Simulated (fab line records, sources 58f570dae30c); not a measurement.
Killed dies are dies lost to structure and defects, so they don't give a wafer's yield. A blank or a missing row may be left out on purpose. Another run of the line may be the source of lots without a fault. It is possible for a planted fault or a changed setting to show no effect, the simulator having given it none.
Which tool was responsible? :: flow berkeley-cmos170 :: 45 wafers from 15 lots sampled at 5 of the route's 331 steps

## WHAT THE GAUGES SHOWED, per wafer
UCB170_PWELL_OVL_MEAS_13.
lot: L424
measured: day 2 22:14
on: overlay-01
PWELL_OVL (nm): 2 8 -1

lot: L425
measured: day 3 02:15
on: overlay-01
PWELL_OVL (nm): -3 -3 -4

lot: L426
measured: day 3 07:08
on: overlay-02
PWELL_OVL (nm): -1 6 -1

lot: L427
measured: day 3 13:55
on: overlay-02
PWELL_OVL (nm): 2 9 9

lot: L428
measured: day 3 23:20
on: overlay-02
PWELL_OVL (nm): 3 2 2

lot: L429
measured: day 3 23:36
on: overlay-02
PWELL_OVL (nm): 1 -12 -11

lot: L431
measured: day 4 11:05
on: overlay-02
PWELL_OVL (nm): -7 2 5

lot: L432
measured: day 4 18:03
on: overlay-02
PWELL_OVL (nm): 1 7 -9

lot: L435
measured: day 5 13:17
on: overlay-02
PWELL_OVL (nm): -5 -4 2

lot: L438
measured: day 6 07:45
on: overlay-02
PWELL_OVL (nm): 4 -7 -3

lot: L443
measured: day 6 20:53
on: overlay-01
PWELL_OVL (nm): 0 3 -13

lot: L444
measured: day 7 15:20
on: overlay-02
PWELL_OVL (nm): 2 4 6

lot: L445
measured: day 7 16:05
on: overlay-02
PWELL_OVL (nm): 2 4 -2

lot: L447
measured: day 7 15:46
on: overlay-01
PWELL_OVL (nm): 1 7 4

lot: L446
measured: day 7 16:36
on: overlay-02
PWELL_OVL (nm): -10 -6 4

UCB170_SDANNEAL_RS_MEAS_02: measures by four-point-probe.
lot: L424
measured: day 7 03:31
on: film-metro-01
PSD_RS (ohm/sq): 75.74 75.60 75.60

lot: L425
measured: day 7 03:29
on: film-metro-04
PSD_RS (ohm/sq): 75.63 75.76 75.74

lot: L426
measured: day 7 07:02
on: film-metro-02
PSD_RS (ohm/sq): 75.53 75.23 75.20

lot: L427
measured: day 7 16:30
on: film-metro-01
PSD_RS (ohm/sq): 96.92 97.41 96.69 97.08 97.42 96.88

lot: L428
measured: day 7 17:37
on: film-metro-02
PSD_RS (ohm/sq): 75.12 75.08 75.40

lot: L429
measured: day 7 16:00
on: film-metro-02
PSD_RS (ohm/sq): 75.51 75.46 75.54

lot: L431
measured: day 8 04:46
on: film-metro-02
PSD_RS (ohm/sq): 96.75 97.02 96.80 96.92 97.13 96.84

lot: L432
measured: day 8 06:23
on: film-metro-02
PSD_RS (ohm/sq): 97.00 97.51 97.44 96.99 97.72 97.52

lot: L435
measured: day 8 20:38
on: film-metro-04
PSD_RS (ohm/sq): 75.62 75.74 75.29

lot: L438
measured: day 10 00:42
on: film-metro-01
PSD_RS (ohm/sq): 75.67 75.20 75.30

lot: L443
measured: day 10 12:19
on: film-metro-04
PSD_RS (ohm/sq): 75.63 75.54 76.03

lot: L444
measured: day 11 03:57
on: film-metro-01
PSD_RS (ohm/sq): 76.00 75.61 75.87

lot: L445
measured: day 11 14:11
on: film-metro-01
PSD_RS (ohm/sq): 75.65 76.06 75.89

lot: L447
measured: day 11 14:37
on: film-metro-01
PSD_RS (ohm/sq): 75.52 75.45 75.77

lot: L446
measured: day 11 14:28
on: film-metro-02
PSD_RS (ohm/sq): 75.60 75.29 75.51

UCB170_M3_OVL_MEAS_16.
lot: L424
measured: day 8 04:47
on: overlay-01
M3_OVL (nm): 0 -3 -9

lot: L425
measured: day 8 03:58
on: overlay-01
M3_OVL (nm): 2 4 3

lot: L426
measured: day 8 08:31
on: overlay-01
M3_OVL (nm): 7 6 1

lot: L428
measured: day 8 18:46
on: overlay-01
M3_OVL (nm): 2 -2 2

lot: L429
measured: day 8 13:44
on: overlay-01
M3_OVL (nm): -2 2 -2

lot: L435
measured: day 9 19:59
on: overlay-01
M3_OVL (nm): 10 10 3

lot: L438
measured: day 11 00:53
on: overlay-01
M3_OVL (nm): 12 12 6

lot: L443
measured: day 11 11:50
on: overlay-01
M3_OVL (nm): -4 -6 -9

lot: L444
measured: day 12 01:55
on: overlay-02
M3_OVL (nm): -7 -7 -7

lot: L445
measured: day 12 13:44
on: overlay-01
M3_OVL (nm): 4 5 6

lot: L447
measured: day 12 14:21
on: overlay-02
M3_OVL (nm): 8 5 3

lot: L446
measured: day 12 14:00
on: overlay-01
M3_OVL (nm): -3 0 -1

## TOOL THAT RAN EACH LOT (tool first, then ch and the chambers of the sampled wafers, then the start)
lot: L424
UCB170_ZERO_ETCH_06: rie-diel-02 ch 0,3, day 1 19:56
UCB170_SDANNEAL_RTA_01: rtp-anneal-02 ch 0, day 7 03:26

lot: L425
UCB170_ZERO_ETCH_06: rie-diel-02 ch 1,2,3, day 2 00:43
UCB170_SDANNEAL_RTA_01: rtp-anneal-01 ch 0, day 7 03:25

lot: L426
UCB170_ZERO_ETCH_06: rie-diel-03 ch 2,3, day 2 05:11
UCB170_SDANNEAL_RTA_01: rtp-anneal-01 ch 0, day 7 06:59

lot: L427
UCB170_ZERO_ETCH_06: rie-diel-02 ch 1,2,3, day 2 08:40
UCB170_SDANNEAL_RTA_01: rtp-anneal-01 ch 0, day 7 16:25

lot: L428
UCB170_ZERO_ETCH_06: rie-diel-03 ch 2,3, day 2 13:49
UCB170_SDANNEAL_RTA_01: rtp-anneal-02 ch 0, day 7 17:33

lot: L429
UCB170_ZERO_ETCH_06: rie-diel-01 ch 0,1,2, day 2 19:57
UCB170_SDANNEAL_RTA_01: rtp-anneal-02 ch 0, day 7 15:56

lot: L431
UCB170_ZERO_ETCH_06: rie-diel-01 ch 0,1,2, day 3 06:57
UCB170_SDANNEAL_RTA_01: rtp-anneal-01 ch 0, day 8 04:43

lot: L432
UCB170_ZERO_ETCH_06: rie-diel-02 ch 0,1, day 3 10:44
UCB170_SDANNEAL_RTA_01: rtp-anneal-01 ch 0, day 8 06:20

lot: L435
UCB170_ZERO_ETCH_06: rie-diel-03 ch 0,2, day 4 03:34
UCB170_SDANNEAL_RTA_01: rtp-anneal-02 ch 0, day 8 20:31

lot: L438
UCB170_ZERO_ETCH_06: rie-diel-01 ch 2,3, day 4 20:26
UCB170_SDANNEAL_RTA_01: rtp-anneal-02 ch 0, day 10 00:38

lot: L443
UCB170_ZERO_ETCH_06: rie-diel-03 ch 1,3, day 5 17:10
UCB170_SDANNEAL_RTA_01: rtp-anneal-02 ch 0, day 10 12:15

lot: L444
UCB170_ZERO_ETCH_06: rie-diel-01 ch 0,1,3, day 6 03:17
UCB170_SDANNEAL_RTA_01: rtp-anneal-02 ch 0, day 11 03:53

lot: L445
UCB170_ZERO_ETCH_06: rie-diel-03 ch 0,1,2, day 6 07:08
UCB170_SDANNEAL_RTA_01: rtp-anneal-01 ch 0, day 11 14:06

lot: L447
UCB170_ZERO_ETCH_06: rie-diel-02 ch 0,1,2, day 6 11:14
UCB170_SDANNEAL_RTA_01: rtp-anneal-02 ch 0, day 11 14:17

lot: L446
UCB170_ZERO_ETCH_06: rie-diel-03 ch 1,3, day 6 11:21
UCB170_SDANNEAL_RTA_01: rtp-anneal-01 ch 0, day 11 14:13
- UCB170_ZERO_ETCH_06: etches SiO2 in CHF3/CF4/Ar, time 12 s.
- UCB170_SDANNEAL_RTA_01: time 5 s.

## WHAT THE TOOLS THEMSELVES READ (means of the sampled wafers that have a number; where no wafer has one, the mark that the record gives instead)
UCB170_ZERO_ETCH_06.
lot: L424
tool: rie-diel-02
drypump-motor-current-A (A): 5.4
oes-product-au (a.u.): 0.631
throttle-valve-pct (%): 9.40

lot: L425
tool: rie-diel-02
drypump-motor-current-A (A): 6.0
oes-product-au (a.u.): 0.621
throttle-valve-pct (%): 9.38

lot: L426
tool: rie-diel-03
drypump-motor-current-A (A): 5.5
oes-product-au (a.u.): 0.604
throttle-valve-pct (%): 9.21

lot: L427
tool: rie-diel-02
drypump-motor-current-A (A): 6.0
oes-product-au (a.u.): 0.619
throttle-valve-pct (%): 9.38

lot: L428
tool: rie-diel-03
drypump-motor-current-A (A): 5.3
oes-product-au (a.u.): 0.608
throttle-valve-pct (%): 9.31

lot: L429
tool: rie-diel-01
drypump-motor-current-A (A): 5.8
oes-product-au (a.u.): 0.621
throttle-valve-pct (%): 9.08

lot: L431
tool: rie-diel-01
drypump-motor-current-A (A): 5.8
oes-product-au (a.u.): 0.617
throttle-valve-pct (%): 9.06

lot: L432
tool: rie-diel-02
drypump-motor-current-A (A): 5.4
oes-product-au (a.u.): 0.632
throttle-valve-pct (%): 9.35

lot: L435
tool: rie-diel-03
drypump-motor-current-A (A): 5.1
oes-product-au (a.u.): 0.616
throttle-valve-pct (%): 9.30

lot: L438
tool: rie-diel-01
drypump-motor-current-A (A): 5.8
oes-product-au (a.u.): 0.615
throttle-valve-pct (%): 9.15

lot: L443
tool: rie-diel-03
drypump-motor-current-A (A): 5.8
oes-product-au (a.u.): 0.621
throttle-valve-pct (%): 9.26

lot: L444
tool: rie-diel-01
drypump-motor-current-A (A): 5.6
oes-product-au (a.u.): 0.620
throttle-valve-pct (%): 9.17

lot: L445
tool: rie-diel-03
drypump-motor-current-A (A): 5.3
oes-product-au (a.u.): 0.619
throttle-valve-pct (%): 9.26

lot: L447
tool: rie-diel-02
drypump-motor-current-A (A): 5.8
oes-product-au (a.u.): 0.625
throttle-valve-pct (%): 9.38

lot: L446
tool: rie-diel-03
drypump-motor-current-A (A): 5.7
oes-product-au (a.u.): 0.618
throttle-valve-pct (%): 9.27

UCB170_SDANNEAL_RTA_01.
lot: L424
tool: rtp-anneal-02
lamp-power-pct (%): 34.9
wafer_temp_C_max: 1052.6

lot: L425
tool: rtp-anneal-01
lamp-power-pct (%): 37.5
wafer_temp_C_max: 1055.2

lot: L426
tool: rtp-anneal-01
lamp-power-pct (%): 37.6
wafer_temp_C_max: 1056.0

lot: L427
tool: rtp-anneal-01
lamp-power-pct (%): 34.0
wafer_temp_C_max: 1014.9

lot: L428
tool: rtp-anneal-02
lamp-power-pct (%): 34.9
wafer_temp_C_max: 1052.1

lot: L429
tool: rtp-anneal-02
lamp-power-pct (%): 34.9
wafer_temp_C_max: 1052.8

lot: L431
tool: rtp-anneal-01
lamp-power-pct (%): 34.0
wafer_temp_C_max: 1014.0

lot: L432
tool: rtp-anneal-01
lamp-power-pct (%): 34.0
wafer_temp_C_max: 1014.6

lot: L435
tool: rtp-anneal-02
lamp-power-pct (%): 34.9
wafer_temp_C_max: 1052.9

lot: L438
tool: rtp-anneal-02
lamp-power-pct (%): 34.9
wafer_temp_C_max: 1052.9

lot: L443
tool: rtp-anneal-02
lamp-power-pct (%): 34.9
wafer_temp_C_max: 1052.0

lot: L444
tool: rtp-anneal-02
lamp-power-pct (%): 34.9
wafer_temp_C_max: 1052.2

lot: L445
tool: rtp-anneal-01
lamp-power-pct (%): 37.5
wafer_temp_C_max: 1053.6

lot: L447
tool: rtp-anneal-02
lamp-power-pct (%): 34.9
wafer_temp_C_max: 1052.6

lot: L446
tool: rtp-anneal-01
lamp-power-pct (%): 37.6
wafer_temp_C_max: 1054.9

## THE ANSWER, worked out from the rows above alone
Rule: usual is defined by the lots themselves. The widest of any qualifying gaps counts: lots, ordered by their means at a reading, are off when they make up no more than a third of the lots, leave a main group of 4 or more, and stand apart from it by 3 or more times the standard deviation of that group's means. If all means in a main group match to the digits the tables above print for the reading, that group is not used. Also off: a lot with no number at a reading for which 4 or more lots have one. The other lots that the step has rows for count as sound. The gauges are gone through in route order, then the tools' own readings, and for those a lot's mean is taken as printed above. At the first step where some lot is off, the reading lying furthest off is the one used; lots without a number count as furthest.
Off: L427, L431, L432, seen at UCB170_SDANNEAL_RS_MEAS_02 (PSD_RS). The main group has a mean of 75.57 ohm/sq with a standard deviation of 0.19.
A tool fits if, at a process step before that reading, it ran every lot that is off, and no sound lot after the first of them. The gauges at UCB170_SDANNEAL_RS_MEAS_02 aren't tried: what is off there is off at UCB170_SDANNEAL_RTA_01 too, on other tools, and a gauge's error can't cause that. Of those tried, none fits.

## WHAT THE SIMULATOR HAD INSERTED
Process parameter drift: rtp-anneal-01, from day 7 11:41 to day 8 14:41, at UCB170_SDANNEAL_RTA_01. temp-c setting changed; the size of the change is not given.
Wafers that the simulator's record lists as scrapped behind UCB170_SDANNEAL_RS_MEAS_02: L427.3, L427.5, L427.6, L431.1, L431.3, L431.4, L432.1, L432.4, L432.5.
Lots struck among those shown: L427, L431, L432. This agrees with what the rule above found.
